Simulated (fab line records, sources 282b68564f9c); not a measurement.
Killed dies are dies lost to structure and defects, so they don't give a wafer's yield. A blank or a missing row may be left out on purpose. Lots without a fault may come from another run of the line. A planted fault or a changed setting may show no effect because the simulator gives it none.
Which tool did it? | flow rit_cmos | 14 lots, 42 wafers sampled, at 2 steps of a route of 202

WHAT THE GAUGES READ, wafer by wafer
The record holds no reading of a measuring or inspecting step that can be judged against a usual standard deviation.

WHICH TOOL RAN EACH LOT (tool, then ch and the chambers of the sampled wafers, then the start)
lot  | RIT_CONTACT_STRIP_12                | RIT_M1_PROBE_99
L692 | plasma_asher-01 ch 0,1, day 3 09:31 | -
L694 | plasma_asher-03 ch 0,1, day 3 16:12 | -
L695 | plasma_asher-02 ch 0,1, day 3 22:47 | prober-01, day 4 03:57
L696 | plasma_asher-03 ch 0,1, day 4 00:44 | prober-02, day 4 05:47
L697 | plasma_asher-01 ch 0,1, day 4 07:18 | -
L698 | plasma_asher-02 ch 0,1, day 4 12:35 | prober-02, day 4 17:47
L700 | plasma_asher-01 ch 0,1, day 4 21:38 | -
L703 | plasma_asher-01 ch 0,1, day 5 14:03 | prober-01, day 5 19:35
L706 | plasma_asher-03 ch 0,1, day 6 03:19 | -
L708 | plasma_asher-03 ch 0,1, day 6 13:47 | -
L709 | plasma_asher-03 ch 0,1, day 6 17:48 | prober-01, day 6 22:37
L710 | plasma_asher-01 ch 0,1, day 6 22:45 | prober-02, day 7 04:38
L711 | plasma_asher-01 ch 1, day 7 03:45   | prober-01, day 7 09:49
L712 | plasma_asher-03 ch 0,1, day 7 08:47 | prober-02, day 7 13:50
- RIT_CONTACT_STRIP_12: strips in O2, time 180 s.
- RIT_M1_PROBE_99

WHAT THE TOOLS THEMSELVES READ (means of the sampled wafers that have a number; where no wafer has one, the mark that the record gives instead)
RIT_CONTACT_STRIP_12. Usual: chamber_pressure_mTorr 4000 mTorr, standard deviation 4.3; drypump_motor_current_A 5.6 A, standard deviation 0.39.
lot  | tool            | chamber_pressure_mTorr (mTorr) | drypump_motor_current_A (A) | flag
L692 | plasma_asher-01 | 3998                           | 5.7                         |
L694 | plasma_asher-03 | 4001                           | 5.8                         |
L695 | plasma_asher-02 | 4004                           | 6.0                         |
L696 | plasma_asher-03 | 4000                           | 5.8                         |
L697 | plasma_asher-01 | 4004                           | 5.3                         |
L698 | plasma_asher-02 | 4001                           | 6.0                         |
L700 | plasma_asher-01 | 3999                           | 5.7                         |
L703 | plasma_asher-01 | 4000                           | 5.3                         |
L706 | plasma_asher-03 | 3997                           | 5.8                         |
L708 | plasma_asher-03 | 4004                           | 5.7                         |
L709 | plasma_asher-03 | 4000                           | 5.7                         |
L710 | plasma_asher-01 | 4000                           | 5.4                         |
L711 | plasma_asher-01 | 4002                           | 6.0                         |
L712 | plasma_asher-03 | 4000                           | 5.8                         |

RIT_M1_PROBE_99. Usual: killed_at_contacts 0.1, standard deviation 0.26; killed_at_front_end 7, standard deviation 3.2; killed_dies 7, standard deviation 3.2; killed_on_rim 1.6, standard deviation 1.2; killed_open 3.2, standard deviation 2.1; killed_short 3.7, standard deviation 2.1.
lot  | tool      | killed_at_contacts | killed_at_front_end | killed_dies | killed_on_rim | killed_open | killed_short | flag
L695 | prober-01 | 0.0                | 8                   | 8           | 1.7           | 3.3         | 4.7          |
L696 | prober-02 | 0.7                | 10                  | 10          | 2.7           | 6.0         | 4.3          |
L698 | prober-02 | 0.0                | 8                   | 8           | 2.3           | 2.3         | 5.3          |
L703 | prober-01 | 0.0                | 5                   | 5           | 0.3           | 2.0         | 3.0          |
L709 | prober-01 | 11.7               | 5                   | 17          | 6.3           | 2.7         | 2.7          | OFF
L710 | prober-02 | 0.0                | 6                   | 6           | 2.0           | 3.5         | 3.0          |
L711 | prober-01 | 0.0                | 12                  | 12          | 3.0           | 5.0         | 6.5          |
L712 | prober-02 | 6.3                | 4                   | 11          | 3.7           | 2.0         | 2.3          | OFF

THE ANSWER, worked out from the rows above alone
Rule: a lot is off if the mean of its wafers that have a number lies more than 3 standard deviations from the usual mean. A lot without any number at a reading at which 4 lots or more have one is off too. The other lots that the step has rows for count as sound. The gauges are gone through in route order, then the tools' own readings, and for those a lot's mean is taken as printed above. The first step at which some lot is off is used, and at that step the reading that is off furthest; a lot without a number counts as furthest.
Off: L709, L712, at RIT_M1_PROBE_99 (killed_at_contacts). Neither off nor sound, because the step has no rows for them: L692, L694, L697, L700, L706, L708.
A tool fits if, at that step or a process step before it, it ran every lot that is off, and no sound lot after the first of them. One fits: plasma_asher-03 at RIT_CONTACT_STRIP_12. Its last sound lot is L696 (day 4 00:44), its first lot that is off L709 (day 6 17:48): a fault that began between those two fits.

WHAT THE SIMULATOR HAD PUT IN
Chamber particle source: plasma_asher-03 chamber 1, from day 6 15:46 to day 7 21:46, at RIT_CONTACT_STRIP_12. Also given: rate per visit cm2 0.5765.
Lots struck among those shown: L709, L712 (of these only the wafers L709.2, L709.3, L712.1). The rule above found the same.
